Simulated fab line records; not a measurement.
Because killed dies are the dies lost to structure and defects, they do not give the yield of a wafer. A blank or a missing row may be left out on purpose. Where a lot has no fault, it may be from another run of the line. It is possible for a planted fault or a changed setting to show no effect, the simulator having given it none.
Matching of chambers -- flow berkeley-cmos170 -- 4 sister chambers for UCB170_SPACER_ETCHBACK_03 on rie-diel-03
The step etches SiO2 in CHF3/CF4/Ar, stops on Si, target depth 376 nm, time 100 s. 14 wafers are shown with their chamber, then 7 later ones without.

## WAFERS, EACH WITH ITS CHAMBER
wafer,chamber,throttle-valve-pct (%),drypump-motor-current-A (A),run-length-s (s)
L699.1,0,6.57,5.0,128.7
L699.2,1,6.25,4.8,128.1
L699.6,3,6.29,6.0,129.0
L702.3,0,6.56,5.0,128.0
L702.4,3,6.29,6.0,129.4
L702.5,2,6.30,6.1,128.0
L707.1,2,6.29,6.0,128.2
L707.4,3,6.29,6.0,128.9
L707.5,2,6.29,6.0,128.1
L710.1,2,6.29,6.0,127.9
L710.4,1,6.25,4.7,128.0
L710.6,1,6.24,4.7,127.9
L716.1,1,6.23,4.8,128.2
L716.4,3,6.29,6.0,129.0

SIGNATURES (means of the wafers above)
reading,chamber 0,chamber 1,chamber 2,chamber 3,scatter within a chamber
throttle-valve-pct,6.5650,6.2425,6.2925,6.2900,0.00632
drypump-motor-current-A,5.000,4.750,6.025,6.000,0.0418
run-length-s,128.350,128.050,128.050,129.075,0.222
Rule: for each reading, subtract the chamber's mean from the wafer's reading, divide by that reading's scatter and square the result; add these up over the readings and take the root, which gives the wafer's distance from the chamber. The wafer belongs to the nearest chamber; if the next one is less than 2 further off, it can't be placed. The scatter is the square root of a quotient: the sum, over the shown wafers, of each reading's squared deviation from its chamber's mean, divided by wafers minus chambers.

## WAFERS WITH NO CHAMBER GIVEN
wafer,throttle-valve-pct (%),drypump-motor-current-A (A),run-length-s (s)
L716.6,6.29,6.0,128.0
L718.2,6.25,4.7,127.9
L718.4,6.29,6.0,128.0
L718.6,6.27,4.7,127.8
L721.2,6.24,4.7,128.2
L721.5,6.55,4.9,128.4
L721.6,6.29,6.0,129.3

## THE CHAMBER EACH PASSED THROUGH
wafer,from the rows above,in truth
L716.6,2,2
L718.2,1,1
L718.4,2,2
L718.6,1,1
L721.2,1,1
L721.5,0,0
L721.6,3,3
Correctly placed: 7 of 7. From these rows, 0 cannot be placed. Wrongly placed: 0.
